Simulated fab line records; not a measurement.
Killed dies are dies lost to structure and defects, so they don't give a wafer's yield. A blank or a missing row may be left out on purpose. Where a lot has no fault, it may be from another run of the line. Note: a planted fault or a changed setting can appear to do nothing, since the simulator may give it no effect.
Shared-tool check	flow rit_cmos	14 lots and 42 wafers in the sample

## THE REASON FOR OPENING IT
Of 14 lots, 2 have the reading ACTIVE_NITRIDE_THK flagged at RIT_ACTIVE_THK_MEAS_04. Fault-free wafers read 150.0 nm, with a standard deviation of 1.4.
Rule: a lot gets a flag if all its wafers with a number sit over 4 standard deviations from that mean, or if no wafer of it has a number. The other lots count as sound.

lot	measured	on	ACTIVE_NITRIDE_THK (nm), wafer by wafer	flag
L448	day 1 18:32	film_metro-04	149.7 151.0 151.0	
L449	day 1 23:33	film_metro-04	148.7 151.1 150.8	
L450	day 2 04:32	film_metro-02	149.0 149.4 148.9	
L451	day 2 11:34	film_metro-01	151.6 150.4 152.3	
L452	day 2 16:08	film_metro-04	149.8 149.3 150.2	
L453	day 2 19:33	film_metro-04	149.7 148.4 149.0	
L455	day 3 05:32	film_metro-02	151.4 151.0 149.2	
L457	day 3 15:37	film_metro-04	185.0 184.3 184.8	FLAGGED
L461	day 4 12:15	film_metro-02	188.8 188.5 188.0	FLAGGED
L463	day 4 23:09	film_metro-01	149.3 150.0 150.0	
L467	day 5 17:46	film_metro-02	147.0 148.3 147.7	
L468	day 5 22:32	film_metro-01	150.6 149.8 149.1	
L469	day 6 04:19	film_metro-02	149.7 150.6 150.3	
L470	day 6 09:26	film_metro-02	149.2 148.6 149.6	
The mean of the flagged lots' numbers is 186.6 nm, +36.6 nm from the usual (+26 standard deviations).

## WHICH TOOL RAN EACH LOT
The record holds 1 process step before the reading, out of a route of 202 steps. Cell contents, in order: the tool; ch with the chambers the sampled wafers went through; the start.
lot	flag	RIT_ACTIVE_CVD_03
L448		lpcvd-02 ch 1, day 1 17:07
L449		lpcvd-01 ch 1, day 1 22:07
L450		lpcvd-01 ch 0, day 2 03:07
L451		lpcvd-01 ch 0, day 2 09:27
L452		lpcvd-01 ch 1, day 2 14:00
L453		lpcvd-02 ch 1, day 2 18:07
L455		lpcvd-02 ch 0, day 3 04:07
L457	FLAGGED	lpcvd-02 ch 0, day 3 14:12
L461	FLAGGED	lpcvd-02 ch 1, day 4 10:07
L463		lpcvd-01 ch 0, day 4 21:44
L467		lpcvd-01 ch 0, day 5 16:20
L468		lpcvd-01 ch 1, day 5 21:07
L469		lpcvd-01 ch 0, day 6 02:10
L470		lpcvd-01 ch 0, day 6 07:18
What these steps do:
- RIT_ACTIVE_CVD_03: deposits Si3N4 from SiH2Cl2/NH3, target thk 150 nm, time 1500 s.
- RIT_ACTIVE_THK_MEAS_04

## FLAGGED AGAINST TOTAL, ONE TOOL AT A TIME (gauges that did the reading follow at the end)
step	tool	lots run	flagged	share of the flagged lots	sound lots run after its first flagged lot
RIT_ACTIVE_CVD_03	lpcvd-01	9	0	none	-
RIT_ACTIVE_CVD_03	lpcvd-02	5	2	all	0
RIT_ACTIVE_THK_MEAS_04	film_metro-01	3	0	none	-
RIT_ACTIVE_THK_MEAS_04	film_metro-02	6	1	some	3 (L467,L469,L470)
RIT_ACTIVE_THK_MEAS_04	film_metro-04	5	1	some	0

## WHAT IS ALLOWED BY THE TABLE
In the table, 1 row covers all flagged lots: lpcvd-02 at RIT_ACTIVE_CVD_03.
- lpcvd-02 at RIT_ACTIVE_CVD_03: 2 of its 5 lots flagged. A fault beginning between L455 (day 3 04:07), its last sound lot, and L457 (day 3 14:12), its first flagged one, fits the data. Its own readings (spike_tc_centre_C) fall more than 4 standard deviations out on all wafers of the flagged lots.
lpcvd-02 at RIT_ACTIVE_CVD_03 is the single tool remaining.

## WHAT HAD BEEN PUT IN BY THE SIMULATOR
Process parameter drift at RIT_ACTIVE_CVD_03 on lpcvd-02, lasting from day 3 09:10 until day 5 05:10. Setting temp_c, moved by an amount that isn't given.
Struck lots among those shown: L457, L461. The rule given above showed the same thing.
